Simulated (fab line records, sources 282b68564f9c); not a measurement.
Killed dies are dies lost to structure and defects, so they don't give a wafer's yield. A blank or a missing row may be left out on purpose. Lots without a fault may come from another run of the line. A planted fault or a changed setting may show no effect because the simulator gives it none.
Which tool did it? | flow rit_cmos | 14 lots, 42 wafers sampled, at 3 steps of a route of 202

WHAT THE GAUGES READ, wafer by wafer
RIT_NRETRO_OVL_MEAS_06. Usual: NRETRO_OVL 0.9 nm, standard deviation 1.5.
lot  | measured    | on         | NRETRO_OVL (nm) | flag
L887 | day 2 08:31 | overlay-02 | 2.5 3.1 0.9     |
L888 | day 2 10:31 | overlay-02 | 1.8 1.8 2.3     |
L889 | day 2 16:22 | overlay-01 | -0.9 -0.9 -1.4  |
L890 | day 2 21:50 | overlay-01 | 0.4 -1.1 1.8    |
L891 | day 3 04:05 | overlay-01 | 2.3 1.0 0.4     |
L892 | day 3 10:07 | overlay-01 | 3.7 3.8 2.9     |
L893 | day 3 14:34 | overlay-02 | -1.1 0.3 -0.3   |
L894 | day 3 18:05 | overlay-01 | 2.2 1.8 2.1     |
L895 | day 3 23:17 | overlay-02 | -2.9 -0.8 -0.3  |
L898 | day 4 12:46 | overlay-01 | 1.3 1.5 1.5     |
L905 | day 6 08:16 | overlay-02 | 0.8 1.5 0.8     |
L906 | day 6 13:51 | overlay-02 | -1.1 0.0 1.3    |
L909 | day 6 20:50 | overlay-01 | 0.9 0.1 1.3     |
L910 | day 7 03:25 | overlay-02 | 1.9 2.6 2.0     |

RIT_GATE_CD_MEAS_90: target cd 150 nm. Usual: cd_nm 150.1 nm, standard deviation 2.2.
lot  | measured    | on        | cd_nm (nm)        | flag
L887 | day 2 16:11 | cd_sem-02 | 151.8 150.6 149.4 |
L888 | day 2 18:49 | cd_sem-02 | 150.6 149.1 151.6 |
L889 | day 3 01:31 | cd_sem-02 | 152.6 152.2 150.6 |
L890 | day 3 08:14 | cd_sem-02 | 152.5 152.1 153.6 |
L891 | day 3 11:25 | cd_sem-02 | 151.2 152.2 151.0 |
L892 | day 3 20:50 | cd_sem-02 | 150.5 150.6 153.2 |
L893 | day 4 00:18 | cd_sem-02 | 151.1 153.0 151.4 |
L894 | day 4 01:41 | cd_sem-02 | 149.5 149.8 152.1 |
L895 | day 4 09:00 | cd_sem-01 | 147.0 149.0 146.6 |
L898 | day 4 22:01 | cd_sem-01 | 149.4 150.8 152.5 |
L905 | day 6 17:47 | cd_sem-02 | 148.5 147.8 146.7 |
L906 | day 6 21:34 | cd_sem-02 | 150.2 152.0 151.9 |
L909 | day 7 09:26 | cd_sem-02 | 147.7 151.0 145.8 |
L910 | day 7 12:49 | cd_sem-02 | 150.7 151.4 150.5 |

WHICH TOOL RAN EACH LOT (tool, then ch and the chambers of the sampled wafers, then the start)
lot  | RIT_PRETRO_EXPOSE_03
L887 | iline_stepper-02 ch 0, day 2 09:46
L888 | iline_stepper-01 ch 0, day 2 11:52
L889 | iline_stepper-02 ch 0, day 2 17:37
L890 | iline_stepper-02 ch 0, day 2 22:59
L891 | iline_stepper-01 ch 0, day 3 05:20
L892 | iline_stepper-02 ch 0, day 3 11:24
L893 | iline_stepper-02 ch 0, day 3 15:41
L894 | iline_stepper-01 ch 0, day 3 19:20
L895 | iline_stepper-02 ch 0, day 4 00:34
L898 | iline_stepper-01 ch 0, day 4 14:05
L905 | iline_stepper-01, day 6 09:23
L906 | iline_stepper-01, day 6 15:10
L909 | iline_stepper-01 ch 0, day 6 21:58
L910 | iline_stepper-02 ch 0, day 7 04:42
- RIT_PRETRO_EXPOSE_03: exposes mask M5, target cd 43700 nm.

WHAT THE TOOLS THEMSELVES READ (means of the sampled wafers that have a number; where no wafer has one, the mark that the record gives instead)
RIT_PRETRO_EXPOSE_03. Usual: exposure_dose_mJ_cm2 249.95, standard deviation 0.26; focus_offset_nm 0.0 nm, standard deviation 0.43.
lot  | tool             | exposure_dose_mJ_cm2 | focus_offset_nm (nm) | flag
L887 | iline_stepper-02 | 250.31               | -0.5                 |
L888 | iline_stepper-01 | 249.87               | -0.2                 |
L889 | iline_stepper-02 | 249.80               | -0.0                 |
L890 | iline_stepper-02 | 249.75               | -0.7                 |
L891 | iline_stepper-01 | 249.70               | -0.3                 |
L892 | iline_stepper-02 | 249.94               | 0.1                  |
L893 | iline_stepper-02 | 249.82               | 0.5                  |
L894 | iline_stepper-01 | 249.72               | -0.3                 |
L895 | iline_stepper-02 | 249.92               | 0.1                  |
L898 | iline_stepper-01 | 249.91               | 0.1                  |
L905 | iline_stepper-01 | -                    | -                    | OFF
L906 | iline_stepper-01 | -                    | -                    | OFF
L909 | iline_stepper-01 | 249.95               | -0.2                 |
L910 | iline_stepper-02 | 250.03               | 0.1                  |

THE ANSWER, worked out from the rows above alone
Rule: a lot is off if the mean of its wafers that have a number lies more than 3 standard deviations from the usual mean. A lot without any number at a reading at which 4 lots or more have one is off too. The other lots that the step has rows for count as sound. The gauges are gone through in route order, then the tools' own readings, and for those a lot's mean is taken as printed above. The first step at which some lot is off is used, and at that step the reading that is off furthest; a lot without a number counts as furthest.
Off: L905, L906, at RIT_PRETRO_EXPOSE_03 (exposure_dose_mJ_cm2). Without a number there: L905, L906.
A tool fits if, at that step or a process step before it, it ran every lot that is off, and no sound lot after the first of them. None of those tried fits.

WHAT THE SIMULATOR HAD PUT IN
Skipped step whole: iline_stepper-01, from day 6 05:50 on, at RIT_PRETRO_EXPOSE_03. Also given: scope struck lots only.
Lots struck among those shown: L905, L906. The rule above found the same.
